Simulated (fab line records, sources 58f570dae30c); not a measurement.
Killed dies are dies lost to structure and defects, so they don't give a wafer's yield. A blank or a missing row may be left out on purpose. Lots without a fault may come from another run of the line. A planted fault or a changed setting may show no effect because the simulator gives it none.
A struck lot beside a sound one | flow berkeley_cmos170 | 14 steps out of a route of 331
Sound: wafers L926.1, L926.2, L926.6. Struck: wafers L939.1, L939.5, L939.6. The cause comes at the end.
At each step with rows: each side's tool, then ch and its chambers, then its first start. Under that, the readings that differ: sound wafers | struck wafers | difference of the means | sigmas: that difference in standard deviations of wafers without a fault.
alike: readings whose means differ by less than 2 such deviations, and words and numbers that are the same on both sides. not compared: withheld readings, readings that some wafer has no value for, bounds like >300 that may hide the same value, and numbers for which the record gives no deviation and whose values overlap.
The two part at a step that has a row with sigmas, a row that says differs or no value, or rows on one side only. Numbers that don't overlap but have no deviation are shown without sigmas and don't part them. A reading that every wafer of one side lacks parts them only if that side has two wafers or more.

first, 4 steps without rows for these wafers: UCB170_ZERO_SOFTBAKE_02 (time 60 s); UCB170_ZERO_EXPOSE_03 (exposes mask PM MARKS, target cd 4000 nm); UCB170_ZERO_PEB_04; UCB170_ZERO_DEVELOP_05 (develop time 45 s).
UCB170_ZERO_ETCH_06: etches SiO2 in CHF3/CF4/Ar, time 12 s.
  sound on rie_diel-03 ch 0,1,2, day 2 11:25; struck on rie_diel-01 ch 0,1, day 5 08:17
  reading                     | sound       | struck      | difference | sigmas
  drypump_motor_current_A (A) | 5.7 5.7 5.6 | 6.7 6.3 6.7 | +0.9       | +2
  alike: oes_product_au, throttle_valve_pct
  not compared: rf_hours_counter_h
UCB170_ZERO_STRIP_07: strips in O2.
  sound on plasma_asher-04 ch 0,1, day 2 11:27; struck on plasma_asher-03 ch 0,1, day 5 08:18
  alike: drypump_motor_current_A, oes_product_au, strip_time_to_endpoint_s
  not compared: rf_hours_counter_h
then, 2 steps without rows for these wafers: UCB170_NWELL_WET_ETCH_00 (etches SiO2 in dHF, time 200 s); UCB170_NWELL_OXIDATION_01 (target thk 26.4 nm, ox time 1260 s).
UCB170_NWELL_THK_MEAS_02:
  sound on film_metro-03, day 2 14:47; struck on film_metro-01, day 5 13:01
  alike: NWELL_OXIDE_THK
then, 2 steps without rows for these wafers: UCB170_NWELL_ANNEAL_03 (time 900 s); UCB170_NWELL_CVD_04 (deposits Si3N4 from SiH2Cl2/NH3, target thk 224 nm, time 3360 s).
UCB170_NWELL_THK_MEAS_05:
  sound on film_metro-03, day 2 21:49; struck on film_metro-01, day 5 21:43
  alike: NWELL_NITRIDE_THK
UCB170_NWELL_HMDS_06: prime time 60 s.
  sound on litho_track-04 ch 0, day 2 22:15; struck on litho_track-04 ch 0, day 5 22:02
  reading          | sound               | struck               | difference | sigmas
  prime_temp_c (C) | 100.17 99.84 100.05 | 101.84 101.79 101.96 | +1.84      | +15
then, 1 step without rows for these wafers: UCB170_NWELL_COAT_07 (resist thk 900 nm).

WHERE THEY PART
First at UCB170_ZERO_ETCH_06; last, within this record, at UCB170_NWELL_HMDS_06.

WHY: what the simulator had put in
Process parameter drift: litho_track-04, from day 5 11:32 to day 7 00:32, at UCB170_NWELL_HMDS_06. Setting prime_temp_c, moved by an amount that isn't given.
